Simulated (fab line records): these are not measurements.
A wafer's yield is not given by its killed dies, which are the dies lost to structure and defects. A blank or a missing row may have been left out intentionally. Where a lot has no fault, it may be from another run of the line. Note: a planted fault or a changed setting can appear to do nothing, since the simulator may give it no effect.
Which of the tools did it? | flow rit-cmos | Sampling: 14 lots, 42 wafers, 6 of 202 route steps

## WHAT THE GAUGES SHOWED, per wafer
RIT_NSD_OVL_MEAS_06.
lot  | measured    | on         | NSD_OVL (nm)
L646 | day 3 05:54 | overlay-01 | 2.0 3.3 0.9
L647 | day 3 07:13 | overlay-02 | -3.0 -0.4 -1.1
L648 | day 3 13:51 | overlay-01 | -2.5 -2.8 -1.5
L650 | day 3 23:10 | overlay-02 | 2.9 0.6 1.3
L652 | day 4 11:38 | overlay-02 | 1.7 0.3 1.0
L653 | day 4 17:06 | overlay-01 | 0.2 1.1 0.5
L654 | day 4 23:35 | overlay-02 | -0.5 -1.0 0.1
L655 | day 5 02:22 | overlay-01 | -3.2 -3.8 -2.5
L659 | day 5 21:37 | overlay-01 | -2.7 -2.7 -2.9
L660 | day 6 04:29 | overlay-02 | 3.8 2.4 2.0
L663 | day 6 15:56 | overlay-02 | -2.0 -0.5 -1.7
L667 | day 7 13:13 | overlay-02 | - - -
L668 | day 8 04:25 | overlay-01 | - - -
L669 | day 8 09:28 | overlay-01 | -4.0 -2.8 -1.8

RIT_PSD_TW_MEAS_10.
lot  | measured    | on            | PSD_TW
L646 | day 3 07:50 | film-metro-04 | 3457 3489 3477
L647 | day 3 09:10 | film-metro-03 | 3417 3420 3406
L648 | day 3 15:48 | film-metro-04 | 3472 3468 3456
L650 | day 4 01:14 | film-metro-01 | 3432 3437 3430
L652 | day 4 13:41 | film-metro-04 | 3430 3442 3422
L653 | day 4 19:10 | film-metro-03 | 3407 3413 3413
L654 | day 5 01:45 | film-metro-03 | 3414 3401 3428
L655 | day 5 04:33 | film-metro-01 | 3433 3435 3458
L659 | day 5 23:40 | film-metro-04 | 3462 3456 3464
L660 | day 6 06:35 | film-metro-01 | 3417 3427 3434
L663 | day 6 17:52 | film-metro-04 | 3464 3454 3469
L667 | day 7 15:09 | film-metro-04 | 3657 3675 3642 3662 3666 3655
L668 | day 8 06:37 | film-metro-01 | 3635 3622 3621 3630 3620 3635
L669 | day 8 11:25 | film-metro-01 | 3433 3406 3414

RIT_CONTACT_OVL_MEAS_09.
lot  | measured    | on         | CONTACT_OVL (nm)
L646 | day 3 10:38 | overlay-01 | 0.3 0.4 1.4
L647 | day 3 11:58 | overlay-01 | 0.4 0.8 -1.2
L648 | day 3 18:35 | overlay-02 | -0.1 1.6 0.3
L650 | day 4 03:56 | overlay-02 | 5.8 4.6 4.8
L652 | day 4 16:29 | overlay-01 | 0.2 1.2 1.8
L653 | day 4 21:59 | overlay-01 | -1.4 -1.0 -2.7
L654 | day 5 04:31 | overlay-02 | 2.3 1.1 1.5
L655 | day 5 07:46 | overlay-02 | 2.1 1.0 2.0
L659 | day 6 04:35 | overlay-01 | 0.7 1.2 0.8
L660 | day 6 09:20 | overlay-02 | -0.4 -0.8 -0.5
L663 | day 6 20:36 | overlay-02 | 1.2 3.3 2.0
L667 | day 7 19:11 | overlay-02 | 1.3 0.3 0.3
L668 | day 8 12:44 | overlay-02 | 3.6 4.2 3.5
L669 | day 8 14:06 | overlay-01 | 1.4 0.6 0.3

RIT_CONTACT_CD_MEAS_90: target cd 1000 nm.
lot  | measured    | on        | cd-nm (nm)
L646 | day 3 11:12 | cd-sem-01 | 1001.1 1001.8 999.7
L647 | day 3 12:32 | cd-sem-01 | 1000.1 1001.8 1003.1
L648 | day 3 19:11 | cd-sem-01 | 1005.6 1001.3 1004.0
L650 | day 4 04:30 | cd-sem-01 | 1000.7 997.8 1001.1
L652 | day 4 17:03 | cd-sem-01 | 1002.6 1001.9 1000.8
L653 | day 4 22:32 | cd-sem-01 | 1001.8 1003.0 1003.0
L654 | day 5 05:07 | cd-sem-01 | 996.6 995.6 996.6
L655 | day 5 08:21 | cd-sem-01 | 997.9 999.7 998.2
L659 | day 6 05:14 | cd-sem-02 | 999.1 1004.6 997.9
L660 | day 6 09:55 | cd-sem-02 | 997.5 999.0 995.3
L663 | day 6 21:10 | cd-sem-01 | 1001.4 1000.5 1001.6
L667 | day 7 19:44 | cd-sem-02 | 1001.3 1001.0 1001.6
L668 | day 8 13:33 | cd-sem-02 | 998.3 999.8 998.1
L669 | day 8 14:39 | cd-sem-01 | 1000.0 996.5 999.6

RIT_M1_CD_MEAS_09: target cd 2600 nm.
lot  | measured    | on        | cd-nm (nm)
L646 | day 3 13:02 | cd-sem-01 | 2601.2 2600.2 2599.7
L647 | day 3 14:21 | cd-sem-01 | 2603.5 2606.1 2604.2
L648 | day 3 21:01 | cd-sem-01 | 2603.3 2601.8 2603.1
L650 | day 4 06:35 | cd-sem-02 | 2601.1 2603.3 2601.8
L652 | day 4 19:00 | cd-sem-02 | 2601.9 2601.3 2601.5
L653 | day 5 00:29 | cd-sem-01 | 2601.5 2598.7 2600.6
L654 | day 5 07:18 | cd-sem-01 | 2601.6 2599.0 2598.4
L655 | day 5 10:23 | cd-sem-02 | 2599.0 2598.3 2598.3
L659 | day 6 07:16 | cd-sem-02 | 2601.6 2603.5 2601.4
L660 | day 6 12:03 | cd-sem-01 | 2599.0 2601.0 2597.5
L663 | day 6 23:05 | cd-sem-02 | 2598.9 2599.5 2599.1
L667 | day 7 21:44 | cd-sem-01 | 2600.6 2601.5 2600.0
L668 | day 8 15:41 | cd-sem-02 | 2600.4 2601.7 2600.6
L669 | day 8 16:36 | cd-sem-02 | 2599.8 2599.6 2601.3

## EACH LOT AND THE TOOL THAT RAN IT (in order: tool; ch and the chambers of the sampled wafers; start)
lot  | RIT_NSD_COAT_01
L646 | litho-track-02 ch 0, day 3 05:05
L647 | litho-track-02 ch 0, day 3 06:32
L648 | litho-track-01 ch 0, day 3 13:05
L650 | litho-track-03 ch 0, day 3 22:20
L652 | litho-track-02 ch 0, day 4 10:56
L653 | litho-track-03 ch 0, day 4 16:16
L654 | litho-track-02 ch 0, day 4 22:56
L655 | litho-track-03 ch 0, day 5 01:41
L659 | litho-track-03 ch 0, day 5 20:50
L660 | litho-track-03 ch 0, day 6 01:56
L663 | litho-track-03 ch 0, day 6 15:14
L667 | litho-track-02, day 7 12:31
L668 | litho-track-01, day 8 03:43
L669 | litho-track-03 ch 0, day 8 08:46
- RIT_NSD_COAT_01: resist thk 1000 nm.

## WHAT THE TOOLS THEMSELVES READ (means of the sampled wafers that have a number; where no wafer has one, the mark that the record gives instead)
RIT_NSD_COAT_01.
lot  | tool           | chill-plate-temp-C (C) | dispense-pressure-kPa (kPa)
L646 | litho-track-02 | 22.98                  | 44.3
L647 | litho-track-02 | 22.81                  | 44.4
L648 | litho-track-01 | 22.85                  | 44.9
L650 | litho-track-03 | 22.94                  | 43.4
L652 | litho-track-02 | 23.07                  | 44.4
L653 | litho-track-03 | 22.75                  | 43.4
L654 | litho-track-02 | 22.95                  | 44.4
L655 | litho-track-03 | 23.20                  | 43.4
L659 | litho-track-03 | 22.96                  | 43.4
L660 | litho-track-03 | 23.12                  | 43.4
L663 | litho-track-03 | 23.11                  | 43.4
L667 | litho-track-02 | -                      | -
L668 | litho-track-01 | -                      | -
L669 | litho-track-03 | 22.98                  | 43.4

## THE ANSWER, worked out from the rows above alone
Rule: what is usual is taken from the lots themselves. The widest of any qualifying gaps counts: lots, ordered by their means at a reading, are off when they make up no more than a third of the lots, leave a main group of 4 or more, and stand apart from it by 3 or more times the standard deviation of that group's means. The tables above print the reading to a certain number of digits; a main group whose means all agree to those digits is not used. Also off: a lot with no number at a reading for which 4 or more lots have one. The other lots that the step has rows for count as sound. First the gauges in route order, then the tools' own readings, where a lot's mean is used as printed above. The first step at which some lot is off is used, and at that step the reading that is off furthest; a lot without a number counts as furthest.
Off: at RIT_NSD_OVL_MEAS_06 (NSD_OVL), L667, L668. Without a number there: L667, L668. The main group: mean -0.5 nm, standard deviation 2.
If a tool, at a process step before that reading, ran all the lots that are off and no sound lot after the first of them, it fits. Not tried: the gauges at RIT_NSD_OVL_MEAS_06; whatever is off there is also off at RIT_PSD_TW_MEAS_10, on other tools, and gauge error can't account for it. No candidate that was tried fits.

## WHAT WAS PUT IN BY THE SIMULATOR
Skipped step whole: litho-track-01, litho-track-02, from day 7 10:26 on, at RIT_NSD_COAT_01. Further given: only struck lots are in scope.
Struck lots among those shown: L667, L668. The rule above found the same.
